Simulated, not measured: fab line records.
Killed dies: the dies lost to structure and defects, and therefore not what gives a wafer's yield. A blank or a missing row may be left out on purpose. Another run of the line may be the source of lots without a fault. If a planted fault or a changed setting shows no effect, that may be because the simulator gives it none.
fab line records / flow ritCmos
[record] lots = 14 wafers = 42 lastDay = 7
route steps=202 shown CONTACT@168
lots that met no fault: from a run of the same line without faults
startH: the number of hours between the record's first day and the start of the first shown wafer of the lot / waitH: time in hours since the lot's previous step / " same as the row above / L1.1+2: one row covering several wafers at once / - either no value or no given start / * or withheld: withheld / < > ~ a bound
route shown NAME@n: a module of which the file shows steps, and the number in the route of the first / usual: mean/standard deviation taken from wafers without a fault / same: alike in all rows / chamber/n: place in a boat / sites: per-site readings / _std_site: how widely they spread, as a standard deviation / _edge_site: inner sites' mean taken away from outer sites' mean / radiusMm: how far each site lies from the wafer's centre / mask NAME#n: copy n / behind: the most recent tool/chamber to have shaped the wafer / hold: why the lot was held/for how many hours/how that ended / device: which transistor (n, p or np) failed to switch / end of line: the tests these same wafers got at the end of their route / step lacking rows: just its recipe / killed: the dies lost at the first sort to structure and to defects; this is not the yield of the wafer / map: shows each die of a wafer: x if killed, . if not, _ if none is there
set.NAME: the setting that was run; set.NAME@STEP: the one run at that earlier step / model.NAME: the simulator's own value behind a step, which no gauge read
route steps across a sampled set of lots; one table per step, one row per wafer
services: a tool's chamber out of use, with start hour (startH, from the record's first day; less than 0 if before it), hours out, and reason
[[steps]]
[step RIT_CONTACT_CVD_00]
[recipe] material = SiO2 targetThkNm = 400 precursor = TEOS tempC = 390 timeS = 61 rfW = 400
[usual] heaterPowerW = 328/53 susceptorTempC = 389.99/0.19
lot.wafer=L649.1 tool=pecvd-01 chamber=0 startH=51.88 waitH=0.1 heaterPowerW=277 susceptorTempC=390.24
lot.wafer=L649.2 tool=pecvd-01 chamber=1 startH=51.88 waitH=0.1 heaterPowerW=312 susceptorTempC=390.01
lot.wafer=L649.3 tool=pecvd-01 chamber=2 startH=51.88 waitH=0.1 heaterPowerW=364 susceptorTempC=390.09
lot.wafer=L650.2 tool=pecvd-03 chamber=2 startH=54.87 waitH=0.1 heaterPowerW=370 susceptorTempC=389.77
lot.wafer=L650.3 tool=pecvd-03 chamber=1 startH=54.87 waitH=0.1 heaterPowerW=303 susceptorTempC=390.20
lot.wafer=L650.4 tool=pecvd-03 chamber=2 startH=54.87 waitH=0.1 heaterPowerW=390 susceptorTempC=390.17
lot.wafer=L651.1 tool=pecvd-04 chamber=1 startH=62.04 waitH=0.1 heaterPowerW=402 susceptorTempC=389.92
lot.wafer=L651.2 tool=pecvd-04 chamber=2 startH=62.04 waitH=0.1 heaterPowerW=270 susceptorTempC=389.94
lot.wafer=L651.5 tool=pecvd-04 chamber=0 startH=62.04 waitH=0.1 heaterPowerW=400 susceptorTempC=389.93
lot.wafer=L652.1 tool=pecvd-01 chamber=0 startH=66.18 waitH=0.1 heaterPowerW=377 susceptorTempC=390.01
lot.wafer=L652.2 tool=pecvd-01 chamber=2 startH=66.18 waitH=0.1 heaterPowerW=334 susceptorTempC=389.85
lot.wafer=L652.6 tool=pecvd-01 chamber=0 startH=66.18 waitH=0.1 heaterPowerW=282 susceptorTempC=389.93
lot.wafer=L653.1 tool=pecvd-03 chamber=0 startH=72.53 waitH=0.1 heaterPowerW=271 susceptorTempC=390.29
lot.wafer=L653.4 tool=pecvd-03 chamber=0 startH=72.53 waitH=0.1 heaterPowerW=281 susceptorTempC=390.06
lot.wafer=L653.5 tool=pecvd-03 chamber=1 startH=72.53 waitH=0.1 heaterPowerW=291 susceptorTempC=389.99
lot.wafer=L654.1 tool=pecvd-04 chamber=1 startH=75.99 waitH=0.1 heaterPowerW=373 susceptorTempC=389.77
lot.wafer=L654.3 tool=pecvd-04 chamber=0 startH=75.99 waitH=0.1 heaterPowerW=394 susceptorTempC=389.75
lot.wafer=L654.4 tool=pecvd-04 chamber=0 startH=75.99 waitH=0.1 heaterPowerW=392 susceptorTempC=390.01
lot.wafer=L655.1 tool=pecvd-01 chamber=2 startH=79.64 waitH=0.1 heaterPowerW=375 susceptorTempC=389.99
lot.wafer=L655.2 tool=pecvd-01 chamber=1 startH=79.64 waitH=0.1 heaterPowerW=276 susceptorTempC=389.92
lot.wafer=L655.6 tool=pecvd-01 chamber=0 startH=79.64 waitH=0.1 heaterPowerW=321 susceptorTempC=389.98
lot.wafer=L656.1 tool=pecvd-03 chamber=0 startH=86.00 waitH=0.1 heaterPowerW=272 susceptorTempC=389.95
lot.wafer=L656.3 tool=pecvd-03 chamber=1 startH=86.00 waitH=0.1 heaterPowerW=311 susceptorTempC=390.13
lot.wafer=L656.4 tool=pecvd-03 chamber=0 startH=86.00 waitH=0.1 heaterPowerW=280 susceptorTempC=389.61
lot.wafer=L657.1 tool=pecvd-04 chamber=2 startH=90.04 waitH=0.1 heaterPowerW=215 susceptorTempC=389.89
lot.wafer=L657.3 tool=pecvd-04 chamber=0 startH=90.04 waitH=0.1 heaterPowerW=386 susceptorTempC=389.96
lot.wafer=L657.6 tool=pecvd-04 chamber=0 startH=90.04 waitH=0.1 heaterPowerW=396 susceptorTempC=390.08
lot.wafer=L662.2 tool=pecvd-03 chamber=0 startH=115.05 waitH=0.0 heaterPowerW=251 susceptorTempC=389.69
lot.wafer=L662.4 tool=pecvd-03 chamber=2 startH=115.05 waitH=0.0 heaterPowerW=375 susceptorTempC=390.03
lot.wafer=L662.5 tool=pecvd-03 chamber=1 startH=115.05 waitH=0.0 heaterPowerW=266 susceptorTempC=390.15
lot.wafer=L666.2 tool=pecvd-03 chamber=1 startH=135.83 waitH=0.1 heaterPowerW=278 susceptorTempC=390.02
lot.wafer=L666.3 tool=pecvd-03 chamber=2 startH=135.83 waitH=0.1 heaterPowerW=331 susceptorTempC=390.02
lot.wafer=L666.6 tool=pecvd-03 chamber=1 startH=135.83 waitH=0.1 heaterPowerW=290 susceptorTempC=390.02
lot.wafer=L668.1 tool=pecvd-04 chamber=2 startH=145.64 waitH=0.1 heaterPowerW=235 susceptorTempC=389.68
lot.wafer=L668.2 tool=pecvd-04 chamber=1 startH=145.64 waitH=0.1 heaterPowerW=366 susceptorTempC=389.89
lot.wafer=L668.6 tool=pecvd-04 chamber=1 startH=145.64 waitH=0.1 heaterPowerW=378 susceptorTempC=390.13
lot.wafer=L670.2 tool=pecvd-01 chamber=1 startH=157.35 waitH=0.0 heaterPowerW=337 susceptorTempC=390.00
lot.wafer=L670.3 tool=pecvd-01 chamber=0 startH=157.35 waitH=0.0 heaterPowerW=365 susceptorTempC=390.02
lot.wafer=L670.4 tool=pecvd-01 chamber=2 startH=157.35 waitH=0.0 heaterPowerW=315 susceptorTempC=389.92
lot.wafer=L671.1 tool=pecvd-04 chamber=1 startH=162.55 waitH=0.1 heaterPowerW=375 susceptorTempC=390.26
lot.wafer=L671.4 tool=pecvd-04 chamber=2 startH=162.55 waitH=0.1 heaterPowerW=253 susceptorTempC=389.86
lot.wafer=L671.5 tool=pecvd-04 chamber=1 startH=162.55 waitH=0.1 heaterPowerW=382 susceptorTempC=390.25
[step RIT_CONTACT_THK_MEAS_01]
[recipe] reads = SiO2_of_CONTACT_CVD_00
[usual] CONTACT_TEOS_THK = 400/4.9
lot.wafer=L649.1 tool=filmMetro-02 chamber=- startH=51.94 waitH=0.0 CONTACT_TEOS_THK[nm]=394
lot.wafer=L649.2 tool=filmMetro-02 chamber=- startH=51.94 waitH=0.0 CONTACT_TEOS_THK[nm]=399
lot.wafer=L649.3 tool=filmMetro-02 chamber=- startH=51.94 waitH=0.0 CONTACT_TEOS_THK[nm]=396
lot.wafer=L650.2 tool=filmMetro-03 chamber=- startH=54.93 waitH=0.0 CONTACT_TEOS_THK[nm]=393
lot.wafer=L650.3 tool=filmMetro-03 chamber=- startH=54.93 waitH=0.0 CONTACT_TEOS_THK[nm]=395
lot.wafer=L650.4 tool=filmMetro-03 chamber=- startH=54.93 waitH=0.0 CONTACT_TEOS_THK[nm]=402
lot.wafer=L651.1 tool=filmMetro-01 chamber=- startH=62.09 waitH=0.0 CONTACT_TEOS_THK[nm]=398
lot.wafer=L651.2 tool=filmMetro-01 chamber=- startH=62.09 waitH=0.0 CONTACT_TEOS_THK[nm]=395
lot.wafer=L651.5 tool=filmMetro-01 chamber=- startH=62.09 waitH=0.0 CONTACT_TEOS_THK[nm]=402
lot.wafer=L652.1 tool=filmMetro-02 chamber=- startH=66.23 waitH=0.0 CONTACT_TEOS_THK[nm]=399
lot.wafer=L652.2 tool=filmMetro-02 chamber=- startH=66.23 waitH=0.0 CONTACT_TEOS_THK[nm]=401
lot.wafer=L652.6 tool=filmMetro-02 chamber=- startH=66.23 waitH=0.0 CONTACT_TEOS_THK[nm]=406
lot.wafer=L653.1 tool=filmMetro-02 chamber=- startH=72.58 waitH=0.0 CONTACT_TEOS_THK[nm]=388
lot.wafer=L653.4 tool=filmMetro-02 chamber=- startH=72.58 waitH=0.0 CONTACT_TEOS_THK[nm]=395
lot.wafer=L653.5 tool=filmMetro-02 chamber=- startH=72.58 waitH=0.0 CONTACT_TEOS_THK[nm]=396
lot.wafer=L654.1 tool=filmMetro-01 chamber=- startH=76.05 waitH=0.0 CONTACT_TEOS_THK[nm]=405
lot.wafer=L654.3 tool=filmMetro-01 chamber=- startH=76.05 waitH=0.0 CONTACT_TEOS_THK[nm]=397
lot.wafer=L654.4 tool=filmMetro-01 chamber=- startH=76.05 waitH=0.0 CONTACT_TEOS_THK[nm]=405
lot.wafer=L655.1 tool=filmMetro-03 chamber=- startH=79.69 waitH=0.0 CONTACT_TEOS_THK[nm]=394
lot.wafer=L655.2 tool=filmMetro-03 chamber=- startH=79.69 waitH=0.0 CONTACT_TEOS_THK[nm]=399
lot.wafer=L655.6 tool=filmMetro-03 chamber=- startH=79.69 waitH=0.0 CONTACT_TEOS_THK[nm]=397
lot.wafer=L656.1 tool=filmMetro-01 chamber=- startH=86.05 waitH=0.0 CONTACT_TEOS_THK[nm]=398
lot.wafer=L656.3 tool=filmMetro-01 chamber=- startH=86.05 waitH=0.0 CONTACT_TEOS_THK[nm]=395
lot.wafer=L656.4 tool=filmMetro-01 chamber=- startH=86.05 waitH=0.0 CONTACT_TEOS_THK[nm]=400
lot.wafer=L657.1 tool=filmMetro-02 chamber=- startH=90.09 waitH=0.0 CONTACT_TEOS_THK[nm]=408
lot.wafer=L657.3 tool=filmMetro-02 chamber=- startH=90.09 waitH=0.0 CONTACT_TEOS_THK[nm]=403
lot.wafer=L657.6 tool=filmMetro-02 chamber=- startH=90.09 waitH=0.0 CONTACT_TEOS_THK[nm]=405
lot.wafer=L662.2 tool=filmMetro-01 chamber=- startH=115.11 waitH=0.0 CONTACT_TEOS_THK[nm]=311
lot.wafer=L662.4 tool=filmMetro-01 chamber=- startH=115.11 waitH=0.0 CONTACT_TEOS_THK[nm]=321
lot.wafer=L662.5 tool=filmMetro-01 chamber=- startH=115.11 waitH=0.0 CONTACT_TEOS_THK[nm]=319
lot.wafer=L666.2 tool=filmMetro-03 chamber=- startH=135.89 waitH=0.0 CONTACT_TEOS_THK[nm]=316
lot.wafer=L666.3 tool=filmMetro-03 chamber=- startH=135.89 waitH=0.0 CONTACT_TEOS_THK[nm]=314
lot.wafer=L666.6 tool=filmMetro-03 chamber=- startH=135.89 waitH=0.0 CONTACT_TEOS_THK[nm]=315
lot.wafer=L668.1 tool=filmMetro-03 chamber=- startH=145.69 waitH=0.0 CONTACT_TEOS_THK[nm]=400
lot.wafer=L668.2 tool=filmMetro-03 chamber=- startH=145.69 waitH=0.0 CONTACT_TEOS_THK[nm]=391
lot.wafer=L668.6 tool=filmMetro-03 chamber=- startH=145.69 waitH=0.0 CONTACT_TEOS_THK[nm]=397
lot.wafer=L670.2 tool=filmMetro-02 chamber=- startH=157.41 waitH=0.0 CONTACT_TEOS_THK[nm]=398
lot.wafer=L670.3 tool=filmMetro-02 chamber=- startH=157.41 waitH=0.0 CONTACT_TEOS_THK[nm]=394
lot.wafer=L670.4 tool=filmMetro-02 chamber=- startH=157.41 waitH=0.0 CONTACT_TEOS_THK[nm]=403
lot.wafer=L671.1 tool=filmMetro-03 chamber=- startH=162.60 waitH=0.0 CONTACT_TEOS_THK[nm]=400
lot.wafer=L671.4 tool=filmMetro-03 chamber=- startH=162.60 waitH=0.0 CONTACT_TEOS_THK[nm]=411
lot.wafer=L671.5 tool=filmMetro-03 chamber=- startH=162.60 waitH=0.0 CONTACT_TEOS_THK[nm]=408
[[services]]
tool=pecvd-03 chamber=- startH=49.33 hours=0.9 kind=repair
tool=pecvd-03 chamber=- startH=69.44 hours=0.7 kind=repair
tool=pecvd-03 chamber=1 startH=88.59 hours=2.3 kind=repair
tool=pecvd-03 chamber=- startH=128.51 hours=5.5 kind=pm
[[key]]
[firstSign] step = RIT_CONTACT_THK_MEAS_01 reading = CONTACT_TEOS_THK direction = down sigmas = 17 usual = 400 struck = 316
effect none on later readings
metAt RIT_CONTACT_CVD_00
struckLots L662,L666
testerLeftOut L662,L666
onsetBetween 86.00 115.05
[fault] kind = processParameterDrift tool = pecvd-03 chamber = - onsetH = 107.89 steps = RIT_CONTACT_CVD_00 channel = targetThkNm offset = -80 shape = step endH = 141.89 stated = 400
// testerLeftOut: of these lots the tester's yield and bins aren't shown, on N5 and GAA mostly nor the transistor test; their killed dies are dies lost to structure and defects alone, not to doping, threshold or leakage, so they don't give the yield
